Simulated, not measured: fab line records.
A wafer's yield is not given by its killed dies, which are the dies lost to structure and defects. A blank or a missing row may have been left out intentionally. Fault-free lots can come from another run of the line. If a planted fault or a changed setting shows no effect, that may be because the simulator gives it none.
Check for tools in common :: flow berkeley cmos170 :: 15 lots and 54 wafers in the sample

WHAT PROMPTED THE OPENING
UCB170_PFIELD_TW_MEAS_09, reading PFIELD_TW: flagged on 3 of 15 lots. Fault-free wafers read 601, with a standard deviation of 3.
Rule: a lot is flagged in two cases, either no wafer of it has a number, or all its wafers with numbers fall more than 4 standard deviations from that mean. The rest of the lots are taken to be sound.

lot: L151
measured: day 4 11:50
on: film metro-03
PFIELD_TW, wafer by wafer: 604 600 600
flag: 

lot: L152
measured: day 4 15:52
on: film metro-01
PFIELD_TW, wafer by wafer: 604 605 606
flag: 

lot: L153
measured: day 4 16:39
on: film metro-01
PFIELD_TW, wafer by wafer: 600 601 600
flag: 

lot: L155
measured: day 5 00:10
on: film metro-04
PFIELD_TW, wafer by wafer: 596 596 596
flag: 

lot: L157
measured: day 5 15:59
on: film metro-03
PFIELD_TW, wafer by wafer: 599 603 599
flag: 

lot: L159
measured: day 6 10:29
on: film metro-03
PFIELD_TW, wafer by wafer: 601 601 602
flag: 

lot: L160
measured: day 6 11:07
on: film metro-01
PFIELD_TW, wafer by wafer: 744 744 745 753 746 750
flag: FLAGGED

lot: L162
measured: day 7 00:58
on: film metro-01
PFIELD_TW, wafer by wafer: 603 605 604
flag: 

lot: L164
measured: day 7 01:25
on: film metro-01
PFIELD_TW, wafer by wafer: 754 750 748 748 749 747
flag: FLAGGED

lot: L161
measured: day 7 01:45
on: film metro-04
PFIELD_TW, wafer by wafer: 595 596 594
flag: 

lot: L166
measured: day 8 07:20
on: film metro-01
PFIELD_TW, wafer by wafer: 746 747 746 743 743 745
flag: FLAGGED

lot: L169
measured: day 8 14:23
on: film metro-04
PFIELD_TW, wafer by wafer: 601 603 601
flag: 

lot: L170
measured: day 8 14:30
on: film metro-03
PFIELD_TW, wafer by wafer: 599 599 599
flag: 

lot: L172
measured: day 8 14:46
on: film metro-03
PFIELD_TW, wafer by wafer: 598 601 596
flag: 

lot: L173
measured: day 8 22:08
on: film metro-01
PFIELD_TW, wafer by wafer: 599 598 598
flag: 
On average the flagged lots' numbers are 747, which is +146 against the usual, or +49 standard deviations.

TOOL THAT RAN EACH LOT
The record holds 1 process step before the reading, out of a route of 331 steps. In each cell: the tool, then ch and the chambers that the sampled wafers went through, then the start.
lot: L151
flag: 
UCB170_PFIELD_IMPLANT_07: implanter-02 ch 0, day 4 11:36

lot: L152
flag: 
UCB170_PFIELD_IMPLANT_07: implanter-01 ch 0, day 4 15:37

lot: L153
flag: 
UCB170_PFIELD_IMPLANT_07: implanter-04 ch 0, day 4 16:27

lot: L155
flag: 
UCB170_PFIELD_IMPLANT_07: implanter-04 ch 0, day 4 23:55

lot: L157
flag: 
UCB170_PFIELD_IMPLANT_07: implanter-04 ch 0, day 5 15:46

lot: L159
flag: 
UCB170_PFIELD_IMPLANT_07: implanter-01 ch 0, day 6 10:14

lot: L160
flag: FLAGGED
UCB170_PFIELD_IMPLANT_07: implanter-02 ch 0, day 6 10:18

lot: L162
flag: 
UCB170_PFIELD_IMPLANT_07: implanter-04 ch 0, day 7 00:44

lot: L164
flag: FLAGGED
UCB170_PFIELD_IMPLANT_07: implanter-04 ch 0, day 7 00:52

lot: L161
flag: 
UCB170_PFIELD_IMPLANT_07: implanter-04 ch 0, day 7 01:30

lot: L166
flag: FLAGGED
UCB170_PFIELD_IMPLANT_07: implanter-02 ch 0, day 8 06:47

lot: L169
flag: 
UCB170_PFIELD_IMPLANT_07: implanter-01 ch 0, day 8 14:08

lot: L170
flag: 
UCB170_PFIELD_IMPLANT_07: implanter-04 ch 0, day 8 14:16

lot: L172
flag: 
UCB170_PFIELD_IMPLANT_07: implanter-04 ch 0, day 8 14:31

lot: L173
flag: 
UCB170_PFIELD_IMPLANT_07: implanter-01 ch 0, day 8 21:54
These steps, and what they do:
- UCB170_PFIELD_IMPLANT_07
- UCB170_PFIELD_TW_MEAS_09

FLAGGED AGAINST TOTAL, ONE TOOL AT A TIME (gauges that did the reading follow at the end)
step: UCB170_PFIELD_IMPLANT_07
tool: implanter-01
lots run: 4
flagged: 0
share of the flagged lots: none
sound lots run after its first flagged lot: -

step: UCB170_PFIELD_IMPLANT_07
tool: implanter-02
lots run: 3
flagged: 2
share of the flagged lots: some
sound lots run after its first flagged lot: 0

step: UCB170_PFIELD_IMPLANT_07
tool: implanter-04
lots run: 8
flagged: 1
share of the flagged lots: some
sound lots run after its first flagged lot: 3 (L161,L170,L172)

step: UCB170_PFIELD_TW_MEAS_09
tool: film metro-01
lots run: 7
flagged: 3
share of the flagged lots: all
sound lots run after its first flagged lot: 2 (L162,L173)

step: UCB170_PFIELD_TW_MEAS_09
tool: film metro-03
lots run: 5
flagged: 0
share of the flagged lots: none
sound lots run after its first flagged lot: -

step: UCB170_PFIELD_TW_MEAS_09
tool: film metro-04
lots run: 3
flagged: 0
share of the flagged lots: none
sound lots run after its first flagged lot: -

WHAT THE TABLE PERMITS
All flagged lots share 1 row of the table, namely film metro-01 at UCB170_PFIELD_TW_MEAS_09.
- film metro-01 at UCB170_PFIELD_TW_MEAS_09 ran 7 lots, 3 of them flagged. After the first flagged lot (L162, L173), sound lots still ran on it; a lasting fault on the whole tool would not permit that.
There is no row in the table that ran each flagged lot and no sound lot after the first.

WHAT THE SIMULATOR HAD INSERTED
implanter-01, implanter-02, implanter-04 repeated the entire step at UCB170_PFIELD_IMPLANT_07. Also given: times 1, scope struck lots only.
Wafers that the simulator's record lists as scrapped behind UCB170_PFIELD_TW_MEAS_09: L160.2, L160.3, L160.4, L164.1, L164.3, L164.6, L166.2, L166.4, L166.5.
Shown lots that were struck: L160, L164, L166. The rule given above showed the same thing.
